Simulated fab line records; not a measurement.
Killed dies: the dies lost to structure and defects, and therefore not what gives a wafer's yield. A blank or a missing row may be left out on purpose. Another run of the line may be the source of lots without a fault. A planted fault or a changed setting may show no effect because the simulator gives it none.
Split-lot trial + flow rit cmos + 5 lots, 23 wafers read, on a route of 202 steps

## THE SPLIT
At RIT_ACTIVE_EXPOSE_08 (exposes mask M1, target cd 1400 nm), the setting dose mj was moved away from the recipe's 225 on 8 of the 23 wafers read, by -7.2% to +4.4%. This setting was run at the recipe's value on the other wafers.

## FROM THE SPLIT TO THE READING: what the file shows between them, 5 steps
- RIT_ACTIVE_PEB_09
- RIT_ACTIVE_DEVELOP_10: develop time 50 s
- RIT_ACTIVE_CD_MEAS_11: target cd 1400 nm
- RIT_ACTIVE_ETCH_13: etches Si3N4 in SF6, stops on SiO2, time 210 s, target depth 210 nm (also split here: pressure mtorr)
- RIT_ACTIVE_STRIP_14: strips in O2, time 180 s

## THE READING
cd nm (nm) at RIT_ACTIVE_CD_MEAS_90, where the cd target is 1400 nm. A value of 1400.2 nm with a standard deviation of 2.4 nm is what fault-free wafers of this fab line usually give.

| wafer  | tool, chamber at the split | dose mj as run | against the recipe | cd nm, nm | against lot-mates on the recipe |
|--------|----------------------------|----------------|--------------------|-----------|---------------------------------|
| L079.1 | iline stepper-02, 0        | 225            | recipe             | 1402.3    | -                               |
| L079.2 | iline stepper-02, 0        | 225            | recipe             | 1402.9    | -                               |
| L079.6 | iline stepper-02, 0        | 225            | recipe             | 1404.1    | -                               |
| L081.1 | iline stepper-01, 0        | 225            | recipe             | 1399.2    | -                               |
| L081.2 | iline stepper-01, 0        | 208.7          | -7.2%              | 1420.0    | +20.4                           |
| L081.3 | iline stepper-01, 0        | 208.7          | -7.2%              | 1418.3    | +18.7                           |
| L081.4 | iline stepper-01, 0        | 225            | recipe             | 1399.9    | -                               |
| L081.6 | iline stepper-01, 0        | 208.7          | -7.2%              | 1421.1    | +21.5                           |
| L083.1 | iline stepper-01, 0        | 225            | recipe             | 1400.0    | -                               |
| L083.2 | iline stepper-01, 0        | 225            | recipe             | 1401.2    | -                               |
| L083.4 | iline stepper-01, 0        | 225            | recipe             | 1401.4    | -                               |
| L083.5 | iline stepper-01, 0        | 225            | recipe             | 1403.7    | -                               |
| L083.6 | iline stepper-01, 0        | 225            | recipe             | 1401.3    | -                               |
| L084.1 | iline stepper-02, 0        | 225            | recipe             | 1403.4    | -                               |
| L084.2 | iline stepper-02, 0        | 235            | +4.4%              | 1387.9    | -14.7                           |
| L084.3 | iline stepper-02, 0        | 235            | +4.4%              | 1389.0    | -13.6                           |
| L084.4 | iline stepper-02, 0        | 235            | +4.4%              | 1390.9    | -11.7                           |
| L084.6 | iline stepper-02, 0        | 225            | recipe             | 1401.7    | -                               |
| L085.1 | iline stepper-02, 0        | 225            | recipe             | 1396.4    | -                               |
| L085.2 | iline stepper-02, 0        | 225            | recipe             | 1399.6    | -                               |
| L085.4 | iline stepper-02, 0        | 217.7          | -3.2%              | 1406.9    | +8.6                            |
| L085.5 | iline stepper-02, 0        | 217.7          | -3.2%              | 1409.0    | +10.7                           |
| L085.6 | iline stepper-02, 0        | 225            | recipe             | 1398.9    | -                               |

FIT RESULTS
A straight line over all 23 wafers: cd nm changes by -2.57 nm for each +1% of dose mj; r = -0.98; the points scatter about the line by 1.9 nm.
The same after taking each lot's own level away (the mean of its wafers on the recipe; 23 wafers): -2.87 nm for each +1%; r = -0.99; scatter 1.2 nm.
Per that fit: largest dose mj move, reading shift of 21 nm.
The span of the lots' own levels, 1398.30 to 1403.10 nm, comes to 2.0 times the standard deviation stated above.
So the slope is not independent of the lot-to-lot level: the two fits are not the same.
Check: for one of the wafers moved furthest among these (-7.2%), held out of the fit, the line's prediction against its lot-mates is +20.7 nm. Against them it came out at +20.4 nm.

## OTHER SPLITS APPLIED TO THESE WAFERS
Note: prior to the reading, these wafers also went through further splits. Each is held against what the fit with the lots' levels taken away leaves over:
| other split on the same wafers    | wafers away from the commonest value | r with cd nm (lot level and that fit taken away) |
|-----------------------------------|--------------------------------------|--------------------------------------------------|
| RIT_ACTIVE_OXIDATION_01 temp c    | 15                                   | -0.13                                            |
| RIT_ACTIVE_ETCH_13 pressure mtorr | 18                                   | -0.02                                            |

## THE WHOLE CHAIN: every reading that the file lists as answering this split, in the file's order
| step                  | what it does                                                        | reading                                                       | change (the file's fit)              | r (the file's) |
|-----------------------|---------------------------------------------------------------------|---------------------------------------------------------------|--------------------------------------|----------------|
| RIT_ACTIVE_CD_MEAS_11 | target cd 1400 nm                                                   | cd nm                                                         | -2.85 nm for each +1% of the setting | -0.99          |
| RIT_ACTIVE_ETCH_13    | etches Si3N4 in SF6, stops on SiO2, time 210 s, target depth 210 nm | ACTIVE.cd nm (the simulator's own value, which no gauge read) | -2.85 nm for each +1% of the setting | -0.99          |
| RIT_ACTIVE_CD_MEAS_90 | target cd 1400 nm                                                   | cd nm                                                         | -2.86 nm for each +1% of the setting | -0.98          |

## THE FILE'S OWN FIT
cd nm changes by -2.86 nm for each +1% of dose mj, r = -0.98.
